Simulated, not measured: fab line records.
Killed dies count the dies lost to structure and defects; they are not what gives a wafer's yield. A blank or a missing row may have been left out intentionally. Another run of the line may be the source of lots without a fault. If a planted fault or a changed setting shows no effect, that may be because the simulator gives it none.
fab line records / flow berkeleyCmos170
[record] lots = 15 wafers = 45 lastDay = 13
route steps=331 shown NSD@190
lots that met no fault: taken from a fault-free run of the same line
startH: hours from the record's opening day to when the first of the lot's shown wafers began / waitH: hours from the lot's prior step to this one / " repeats the value in the row above / L1.1+2: a single row standing in for several wafers / - value missing, or start not given / * or withheld: withheld / < > ~ a bound
route shown NAME@n: names a module that has steps shown in the file, with the first one's number in the route / usual: mean/standard deviation taken from wafers without a fault / same: alike in all rows / chamber/n: place in a boat / sites: per-site readings / _std_site: the values' standard deviation / _edge_site: the outer-site mean with the inner-site mean subtracted / radiusMm: how far each site lies from the wafer's centre / mask NAME#n: copy n / behind: the last tool/chamber to shape the wafer / hold: cause of the lot's hold/its duration in hours/its outcome / device: which transistor (n, p or np) failed to switch / end of line: tests of these same wafers at the route's end / a step with no rows: only its recipe / killed: the dies lost at the first sort to structure and to defects; this is not the yield of the wafer / map: per-die view of a wafer (x killed, . not killed, _ where there is no die)
set.NAME: setting as actually run; set.NAME@STEP: the setting as run at that earlier step / model.NAME: the simulator's own value behind a step, which no gauge read
the route's steps for a sample of lots (tables are steps, rows are wafers)
services: from which hour (startH, from the record's first day; less than 0 if before it) a tool's chamber was out of use, for how many hours, and why
[[steps]]
[step UCB170_NSD_EXPOSE_03]
[recipe] maskId = NSELECT_MOD na = 0.5 sigmaOuter = 0.6 sourceShape = conventional targetCdNm = 1200 doseMj = 30
[usual] exposureDoseMJCm2 = 29.99/0.031 focusOffsetNm = -0.1/0.45
lot.wafer=L610.2 tool=krfScanner-01 chamber=0 startH=162.49 waitH=0.4 mask=NSELECT_MOD#0 exposureDoseMJCm2=30.01 focusOffsetNm=-0.7
lot.wafer=L610.3 tool=krfScanner-01 chamber=0 startH=162.49 waitH=0.4 mask=NSELECT_MOD#0 exposureDoseMJCm2=30.00 focusOffsetNm=-0.3
lot.wafer=L610.5 tool=krfScanner-01 chamber=0 startH=162.49 waitH=0.4 mask=NSELECT_MOD#0 exposureDoseMJCm2=30.02 focusOffsetNm=-0.1
lot.wafer=L613.3 tool=krfScanner-02 chamber=0 startH=172.93 waitH=0.2 mask=NSELECT_MOD#0 exposureDoseMJCm2=29.96 focusOffsetNm=0.9
lot.wafer=L613.4 tool=krfScanner-02 chamber=0 startH=172.93 waitH=0.2 mask=NSELECT_MOD#0 exposureDoseMJCm2=29.98 focusOffsetNm=0.1
lot.wafer=L613.5 tool=krfScanner-02 chamber=0 startH=172.93 waitH=0.2 mask=NSELECT_MOD#0 exposureDoseMJCm2=29.99 focusOffsetNm=-0.1
lot.wafer=L611.2 tool=krfScanner-02 chamber=0 startH=173.18 waitH=0.1 mask=NSELECT_MOD#0 exposureDoseMJCm2=30.00 focusOffsetNm=-0.1
lot.wafer=L611.3 tool=krfScanner-02 chamber=0 startH=173.18 waitH=0.1 mask=NSELECT_MOD#0 exposureDoseMJCm2=29.98 focusOffsetNm=0.0
lot.wafer=L611.5 tool=krfScanner-02 chamber=0 startH=173.18 waitH=0.1 mask=NSELECT_MOD#0 exposureDoseMJCm2=30.01 focusOffsetNm=-0.1
lot.wafer=L612.1 tool=krfScanner-02 chamber=- startH=173.28 waitH=0.1 mask=NSELECT_MOD#0 exposureDoseMJCm2=- focusOffsetNm=-
lot.wafer=L612.4 tool=krfScanner-02 chamber=- startH=173.28 waitH=0.1 mask=NSELECT_MOD#0 exposureDoseMJCm2=- focusOffsetNm=-
lot.wafer=L612.5 tool=krfScanner-02 chamber=- startH=173.28 waitH=0.1 mask=NSELECT_MOD#0 exposureDoseMJCm2=- focusOffsetNm=-
lot.wafer=L614.2 tool=krfScanner-01 chamber=- startH=173.70 waitH=0.2 mask=NSELECT_MOD#0 exposureDoseMJCm2=- focusOffsetNm=-
lot.wafer=L614.3 tool=krfScanner-01 chamber=- startH=173.70 waitH=0.2 mask=NSELECT_MOD#0 exposureDoseMJCm2=- focusOffsetNm=-
lot.wafer=L614.6 tool=krfScanner-01 chamber=- startH=173.70 waitH=0.2 mask=NSELECT_MOD#0 exposureDoseMJCm2=- focusOffsetNm=-
lot.wafer=L618.1 tool=krfScanner-02 chamber=- startH=196.70 waitH=0.2 mask=NSELECT_MOD#0 exposureDoseMJCm2=- focusOffsetNm=-
lot.wafer=L618.3 tool=krfScanner-02 chamber=- startH=196.70 waitH=0.2 mask=NSELECT_MOD#0 exposureDoseMJCm2=- focusOffsetNm=-
lot.wafer=L618.5 tool=krfScanner-02 chamber=- startH=196.70 waitH=0.2 mask=NSELECT_MOD#0 exposureDoseMJCm2=- focusOffsetNm=-
lot.wafer=L616.1 tool=krfScanner-01 chamber=0 startH=196.96 waitH=0.2 mask=NSELECT_MOD#0 exposureDoseMJCm2=30.00 focusOffsetNm=0.6
lot.wafer=L616.2 tool=krfScanner-01 chamber=0 startH=196.96 waitH=0.2 mask=NSELECT_MOD#0 exposureDoseMJCm2=29.97 focusOffsetNm=-0.2
lot.wafer=L616.5 tool=krfScanner-01 chamber=0 startH=196.96 waitH=0.2 mask=NSELECT_MOD#0 exposureDoseMJCm2=29.95 focusOffsetNm=0.3
lot.wafer=L624.1 tool=krfScanner-01 chamber=0 startH=230.86 waitH=0.1 mask=NSELECT_MOD#0 exposureDoseMJCm2=29.98 focusOffsetNm=0.0
lot.wafer=L624.4 tool=krfScanner-01 chamber=0 startH=230.86 waitH=0.1 mask=NSELECT_MOD#0 exposureDoseMJCm2=29.99 focusOffsetNm=0.2
lot.wafer=L624.5 tool=krfScanner-01 chamber=0 startH=230.86 waitH=0.1 mask=NSELECT_MOD#0 exposureDoseMJCm2=29.96 focusOffsetNm=-0.4
lot.wafer=L623.2 tool=krfScanner-01 chamber=0 startH=231.36 waitH=0.5 mask=NSELECT_MOD#0 exposureDoseMJCm2=30.01 focusOffsetNm=0.1
lot.wafer=L623.3 tool=krfScanner-01 chamber=0 startH=231.36 waitH=0.5 mask=NSELECT_MOD#0 exposureDoseMJCm2=30.04 focusOffsetNm=-0.3
lot.wafer=L623.4 tool=krfScanner-01 chamber=0 startH=231.36 waitH=0.5 mask=NSELECT_MOD#0 exposureDoseMJCm2=30.01 focusOffsetNm=-0.2
lot.wafer=L626.3 tool=krfScanner-01 chamber=0 startH=243.88 waitH=0.2 mask=NSELECT_MOD#0 exposureDoseMJCm2=30.00 focusOffsetNm=0.3
lot.wafer=L626.4 tool=krfScanner-01 chamber=0 startH=243.88 waitH=0.2 mask=NSELECT_MOD#0 exposureDoseMJCm2=30.00 focusOffsetNm=0.4
lot.wafer=L626.6 tool=krfScanner-01 chamber=0 startH=243.88 waitH=0.2 mask=NSELECT_MOD#0 exposureDoseMJCm2=30.00 focusOffsetNm=-0.4
lot.wafer=L625.1 tool=krfScanner-02 chamber=0 startH=244.22 waitH=0.2 mask=NSELECT_MOD#0 exposureDoseMJCm2=29.95 focusOffsetNm=-0.2
lot.wafer=L625.2 tool=krfScanner-02 chamber=0 startH=244.22 waitH=0.2 mask=NSELECT_MOD#0 exposureDoseMJCm2=29.99 focusOffsetNm=-0.4
lot.wafer=L625.6 tool=krfScanner-02 chamber=0 startH=244.22 waitH=0.2 mask=NSELECT_MOD#0 exposureDoseMJCm2=29.99 focusOffsetNm=-0.2
lot.wafer=L628.1 tool=krfScanner-01 chamber=0 startH=271.99 waitH=0.2 mask=NSELECT_MOD#0 exposureDoseMJCm2=29.98 focusOffsetNm=0.0
lot.wafer=L628.3 tool=krfScanner-01 chamber=0 startH=271.99 waitH=0.2 mask=NSELECT_MOD#0 exposureDoseMJCm2=29.96 focusOffsetNm=-0.3
lot.wafer=L628.6 tool=krfScanner-01 chamber=0 startH=271.99 waitH=0.2 mask=NSELECT_MOD#0 exposureDoseMJCm2=30.00 focusOffsetNm=0.0
lot.wafer=L630.1 tool=krfScanner-02 chamber=0 startH=273.32 waitH=1.3 mask=NSELECT_MOD#0 exposureDoseMJCm2=30.01 focusOffsetNm=0.3
lot.wafer=L630.2 tool=krfScanner-02 chamber=0 startH=273.32 waitH=1.3 mask=NSELECT_MOD#0 exposureDoseMJCm2=30.04 focusOffsetNm=0.0
lot.wafer=L630.5 tool=krfScanner-02 chamber=0 startH=273.32 waitH=1.3 mask=NSELECT_MOD#0 exposureDoseMJCm2=30.04 focusOffsetNm=0.1
lot.wafer=L629.2 tool=krfScanner-02 chamber=0 startH=273.81 waitH=1.3 mask=NSELECT_MOD#0 exposureDoseMJCm2=29.92 focusOffsetNm=-1.0
lot.wafer=L629.3 tool=krfScanner-02 chamber=0 startH=273.81 waitH=1.3 mask=NSELECT_MOD#0 exposureDoseMJCm2=30.00 focusOffsetNm=-0.4
lot.wafer=L629.4 tool=krfScanner-02 chamber=0 startH=273.81 waitH=1.3 mask=NSELECT_MOD#0 exposureDoseMJCm2=30.00 focusOffsetNm=0.4
lot.wafer=L633.2 tool=krfScanner-01 chamber=0 startH=280.96 waitH=0.1 mask=NSELECT_MOD#0 exposureDoseMJCm2=29.90 focusOffsetNm=0.3
lot.wafer=L633.3 tool=krfScanner-01 chamber=0 startH=280.96 waitH=0.1 mask=NSELECT_MOD#0 exposureDoseMJCm2=29.99 focusOffsetNm=-0.5
lot.wafer=L633.4 tool=krfScanner-01 chamber=0 startH=280.96 waitH=0.1 mask=NSELECT_MOD#0 exposureDoseMJCm2=29.97 focusOffsetNm=-0.2
[[services]]
tool=krfScanner-01 chamber=- startH=159.04 hours=1.3 kind=repair
tool=krfScanner-02 chamber=- startH=194.49 hours=0.8 kind=pm
tool=krfScanner-01 chamber=- startH=200.16 hours=0.8 kind=pm
tool=krfScanner-01 chamber=- startH=228.56 hours=1.0 kind=pm
tool=krfScanner-01 chamber=- startH=236.30 hours=4.0 kind=pm
tool=krfScanner-02 chamber=- startH=265.36 hours=7.7 kind=repair
tool=krfScanner-02 chamber=- startH=276.49 hours=1.0 kind=pm
[[key]]
[firstSign] step = UCB170_NSD_EXPOSE_03 reading = toolRecord direction = missing
effect none on later readings
metAt UCB170_NSD_EXPOSE_03
struckLots L612,L614,L618
sortLeftOut L612.1,L612.4,L612.5,L614.2,L614.3,L614.6,L618.1,L618.3,L618.5
testerLeftOut L612,L614,L618
onsetBetween 173.18 173.28
[fault] kind = skippedStepWhole tool = krfScanner-01,krfScanner-02 chamber = - onsetH = 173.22 steps = UCB170_NSD_EXPOSE_03 scope = struckLotsOnly
// testerLeftOut: of these lots the tester's yield and bins aren't shown, on N5 and GAA mostly nor the transistor test; their killed dies are dies lost to structure and defects alone, not to doping, threshold or leakage, so they don't give the yield
// sortLeftOut: the simulated sort isn't trusted on such a fault, so these wafers' sort isn't shown, and their yield isn't known
